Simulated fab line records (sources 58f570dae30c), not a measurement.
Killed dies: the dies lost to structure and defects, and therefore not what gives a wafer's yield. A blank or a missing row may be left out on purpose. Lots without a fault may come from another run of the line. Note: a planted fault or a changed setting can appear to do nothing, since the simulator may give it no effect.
Code-filled problem report in 8D (eight disciplines) form | flow berkeleyCmos170 | the parts of the form that need people (team, actions taken, sign-off) are left out

== 1. WHAT IS WRONG ==
NLDD_RS at UCB170_SDANNEAL_RS_MEAS_05 reads a mean of 643.4 ohm/sq on 6 wafers of 2 lots; wafers without a fault read 616.9 ohm/sq with a standard deviation of 1.5. That is +18 standard deviations from the usual mean.
The step: measures by four-point-probe.
First seen on wafer L427.1, day 9 11:17, on filmMetro-03. The record holds 42 wafers of 14 lots with a number at this step. Rule for "out" (also "out of limits"): further than 4 standard deviations from the usual mean. The rest of the wafers with a number are treated as sound.

== 2. WHAT IT IS, WHAT IT ISN'T ==
question                    | is                         | is not
which readings at this step | NLDD_RS                    | -
which lots                  | L427, L432                 | L420, L421, L422, L423, L424, L426, L428, L430, L438, L439, L440, L442
which wafers of those lots  | all that have a number     | -
read on which gauges        | filmMetro-03, filmMetro-04 | filmMetro-02
when                        | from day 9 11:17           | up to then (21 sound wafers); but 15 sound wafers of L428, L438, L439, L440, L442 came after

== 3. WHAT RULES OUT EACH SUSPECT ==
Counting: any tool at a process step up to the reading is kept as a suspect provided that every lot that is out went through it and no sound lot did after the first of them.
- the gauge at UCB170_SDANNEAL_RS_MEAS_05: ruled out. 2 gauges (filmMetro-03, filmMetro-04) read the wafers that are out.
- implanter-01 at UCB170_NLDD_IMPLANT_09: kept. All lots that are out passed through it, beginning with L427 at day 8 23:58, and no sound lot followed; its final sound lot before that point was L430 at day 8 22:43. On those wafers its own readings are out: doseIonsCm2, faradayCurrentUA.
The count leaves implanter-01 at UCB170_NLDD_IMPLANT_09.

== 4. THE CAUSE (what the simulator had put in) ==
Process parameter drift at UCB170_NLDD_IMPLANT_09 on implanter-01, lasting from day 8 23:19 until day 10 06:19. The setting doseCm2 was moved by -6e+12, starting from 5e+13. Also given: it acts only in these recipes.
Only this tool survived the counting.

== 5. THE EFFECT CHAIN, in route order ==
Each row: a reading whose mean over the struck wafers that have a number lies more than 3 standard deviations from the usual. Only readings whose record carries a usual standard deviation are examined. hours: median over the lots of the time between each lot's start at the first step of this table that gives one and its start at this step. sigmas: the change, counted in usual standard deviations.
hours | step                       | reading          | usual        | on struck wafers | change | sigmas
0     | UCB170_NLDD_IMPLANT_09     | doseIonsCm2      | 5e+13        | 4e+13            | -6e+12 | -99 or more
0     | UCB170_NLDD_IMPLANT_09     | faradayCurrentUA | 158.7        | 141.2            | -17.5  | -6.2
12    | UCB170_SDANNEAL_RS_MEAS_05 | NLDD_RS          | 616.9 ohm/sq | 643.4            | +26.5  | +18
Its process steps:
- UCB170_NLDD_IMPLANT_09

== 6. HOW IT WOULD HAVE BEEN CAUGHT EARLIER ==
In this record the first reading out of limits at a measuring or inspecting step was taken at day 9 11:17, 12 hours after the fault began at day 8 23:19.
The tool's own readings at UCB170_NLDD_IMPLANT_09 were out on every struck wafer that the step has a row for (doseIonsCm2, faradayCurrentUA): an alarm limit on them would have fired on the first of those.
Of the lots that are out (2), L432 began UCB170_NLDD_IMPLANT_09 on implanter-01 after day 9 11:17. Putting the tool on hold at that point would have spared it.
